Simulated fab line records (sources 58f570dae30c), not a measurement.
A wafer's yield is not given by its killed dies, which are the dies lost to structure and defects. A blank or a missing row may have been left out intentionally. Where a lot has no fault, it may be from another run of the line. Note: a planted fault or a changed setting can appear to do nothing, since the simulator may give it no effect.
Which of the tools did it? ; flow berkeley cmos170 ; 14 lots, 42 wafers sampled, at 4 steps of a route of 331

## WHAT EACH GAUGE READ, for each wafer
UCB170_V2_CD_MEAS_90 targets a cd of 700 nm. Usual: cd nm 700.3 nm, standard deviation 1.7.
lot;measured;on;cd nm (nm);flag
L196;day 7 20:46;cd sem-02;698.6 699.6 699.8;
L198;day 8 15:43;cd sem-01;700.9 701.5 699.9;
L202;day 9 00:35;cd sem-01;699.7 700.0 699.6;
L206;day 9 23:08;cd sem-01;702.5 704.8 701.6;
L205;day 10 00:03;cd sem-02;703.8 704.5 703.3;
L207;day 9 23:36;cd sem-01;698.3 698.3 698.4;
L210;day 10 14:11;cd sem-02;701.3 700.5 699.0;
L209;day 10 14:29;cd sem-01;700.5 700.9 700.4;
L213;day 11 06:02;cd sem-02;700.9 700.4 703.6;
L212;day 11 05:43;cd sem-01;697.8 699.4 699.3;
L216;day 12 06:34;cd sem-01;699.9 701.1 700.0;
L215;day 12 17:57;cd sem-01;698.9 700.7 701.2;
L217;day 12 22:52;cd sem-02;698.2 698.9 699.3;
L218;day 13 07:43;cd sem-01;698.5 698.4 698.2;

## EACH LOT AND THE TOOL THAT RAN IT (in order: tool; ch and the chambers of the sampled wafers; start)
lot;UCB170_GATE_ETCH_15;UCB170_PLDD_STRIP_10;UCB170_M1_DEVELOP_08
L196;rie si-02 ch 1,2,3, day 6 08:12;plasma asher-02 ch 0,1, day 6 10:12;litho track-04 ch 0, day 7 09:00
L198;rie si-02 ch 1,2, day 6 23:47;plasma asher-03 ch 1, day 7 02:24;litho track-04 ch 0, day 7 23:00
L202;rie si-02 ch 0,1,2, day 7 06:49;plasma asher-03 ch 0,1, day 7 09:48;litho track-03 ch 0, day 8 09:00
L206;rie si-01 ch 0,1,3, day 8 11:26;plasma asher-04 ch 0,1, day 8 13:11;litho track-03 ch 0, day 9 08:00
L205;rie si-02 ch 1,3, day 8 11:40;plasma asher-02 ch 0,1, day 8 13:34;litho track-02 ch 0, day 9 09:00
L207;rie si-01 ch 0,2,3, day 8 11:57;plasma asher-04 ch 0,1, day 8 13:43;litho track-04 ch 0, day 9 10:00
L210;rie si-02 ch 1,2, day 8 15:49;plasma asher-03 ch 0,1, day 8 19:35;litho track-02 ch 0, day 9 18:00
L209;rie si-02 ch 1,2, day 8 16:19;plasma asher-03 ch 0,1, day 8 19:53;litho track-03 ch 0, day 9 20:00
L213;rie si-02 ch 0,1, day 9 11:50;plasma asher-04 ch 0,1, day 9 13:53;litho track-02 ch 0, day 10 15:00
L212;rie si-01 ch 1,2,3, day 9 12:11;plasma asher-02 ch 0,1, day 9 14:08;litho track-04 ch 0, day 10 16:00
L216;rie si-01 ch 0,2,3, day 10 15:26;plasma asher-02 ch 0,1, day 10 17:17;litho track-02 ch 0, day 11 12:00
L215;rie si-02 ch 0,1,2, day 11 00:49;plasma asher-04 ch 0,1, day 11 03:35;litho track-02 ch 0, day 12 03:00
L217;rie si-01 ch 0,1,3, day 11 06:40;plasma asher-02 ch 0,1, day 11 08:34;litho track-03 ch 0, day 12 08:00
L218;rie si-01 ch 0,1,3, day 11 16:06;plasma asher-04 ch 0,1, day 11 18:07;litho track-04 ch 0, day 12 15:00
- UCB170_GATE_ETCH_15: etches poly-Si in HBr/Cl2, stops on SiO2, time 56.3 s, target depth 278.2 nm.
- UCB170_PLDD_STRIP_10: strips in O2.
- UCB170_M1_DEVELOP_08: develop time 45 s.

## AS READ BY THE TOOLS THEMSELVES (means over the sampled wafers that have a number; for cases with no such wafer, the mark the record gives instead)
UCB170_GATE_ETCH_15. Usual: drypump motor current A 5.7 A, standard deviation 0.36; oes product au 0.831 a.u., standard deviation 0.016; throttle valve pct 26.44 %, standard deviation 0.3.
lot;tool;drypump motor current A (A);oes product au (a.u.);throttle valve pct (%);flag
L196;rie si-02;5.8;0.833;26.39;
L198;rie si-02;5.7;0.848;26.37;
L202;rie si-02;5.9;0.836;26.51;
L206;rie si-01;5.7;0.831;26.38;
L205;rie si-02;5.8;0.822;26.41;
L207;rie si-01;5.5;0.836;26.41;
L210;rie si-02;5.8;0.826;26.64;
L209;rie si-02;5.6;0.834;26.37;
L213;rie si-02;6.1;0.816;26.81;
L212;rie si-01;5.5;0.838;26.43;
L216;rie si-01;5.4;0.826;26.42;
L215;rie si-02;5.9;0.823;26.54;
L217;rie si-01;5.8;0.841;26.37;
L218;rie si-01;5.7;0.841;26.38;

UCB170_PLDD_STRIP_10. Usual: drypump motor current A 5.79 A, standard deviation 0.28; oes product au 0.735 a.u., standard deviation 0.0044; strip time to endpoint s 21.46 s, standard deviation 0.068.
lot;tool;drypump motor current A (A);oes product au (a.u.);strip time to endpoint s (s);flag
L196;plasma asher-02;5.83;0.735;21.39;
L198;plasma asher-03;5.37;0.733;21.41;
L202;plasma asher-03;5.42;0.732;21.48;
L206;plasma asher-04;5.94;0.738;21.47;
L205;plasma asher-02;5.94;0.732;21.51;
L207;plasma asher-04;5.95;0.736;21.41;
L210;plasma asher-03;5.40;0.737;21.48;
L209;plasma asher-03;5.38;0.739;21.48;
L213;plasma asher-04;5.96;0.736;21.40;
L212;plasma asher-02;5.82;0.737;21.46;
L216;plasma asher-02;5.82;0.731;21.53;
L215;plasma asher-04;5.95;0.736;21.53;
L217;plasma asher-02;5.94;0.733;21.44;
L218;plasma asher-04;5.95;0.738;21.56;

UCB170_M1_DEVELOP_08. Usual: developer temp C 21.00 C, standard deviation 0.099.
lot;tool;developer temp C (C);flag
L196;litho track-04;20.99;
L198;litho track-04;20.93;
L202;litho track-03;20.99;
L206;litho track-03;21.05;
L205;litho track-02;20.99;
L207;litho track-04;20.99;
L210;litho track-02;21.03;
L209;litho track-03;21.04;
L213;litho track-02;21.13;
L212;litho track-04;21.11;
L216;litho track-02;21.84;OFF
L215;litho track-02;21.77;OFF
L217;litho track-03;21.00;
L218;litho track-04;21.00;

## THE ANSWER, worked out from the rows above alone
Rule: a lot counts as off when the mean over its wafers that have a number is more than 3 standard deviations away from the usual mean. Also off: a lot with no number at a reading for which 4 or more lots have one. All remaining lots with rows at the step are treated as sound. The gauges are gone through in route order, then the tools' own readings, and for those a lot's mean is taken as printed above. At the first step where some lot is off, the reading lying furthest off is the one used; lots without a number count as furthest.
Off at UCB170_M1_DEVELOP_08 (developer temp C): L216, L215.
A tool fits if, at that step or a process step before it, it ran every lot that is off, and no sound lot after the first of them. One fits: litho track-02 at UCB170_M1_DEVELOP_08. A fault onset in the window from L213 (day 10 15:00, its last sound lot) to L216 (day 11 12:00, its first lot off) fits.
On the lots that are off, the tool's own readings at UCB170_M1_DEVELOP_08 differ by more than 5 times the standard deviation of the sound lots' means, which bears it out; developer temp C reads 21.80 C there versus 21.02 C on the sound lots.

## WHAT WAS PUT IN BY THE SIMULATOR
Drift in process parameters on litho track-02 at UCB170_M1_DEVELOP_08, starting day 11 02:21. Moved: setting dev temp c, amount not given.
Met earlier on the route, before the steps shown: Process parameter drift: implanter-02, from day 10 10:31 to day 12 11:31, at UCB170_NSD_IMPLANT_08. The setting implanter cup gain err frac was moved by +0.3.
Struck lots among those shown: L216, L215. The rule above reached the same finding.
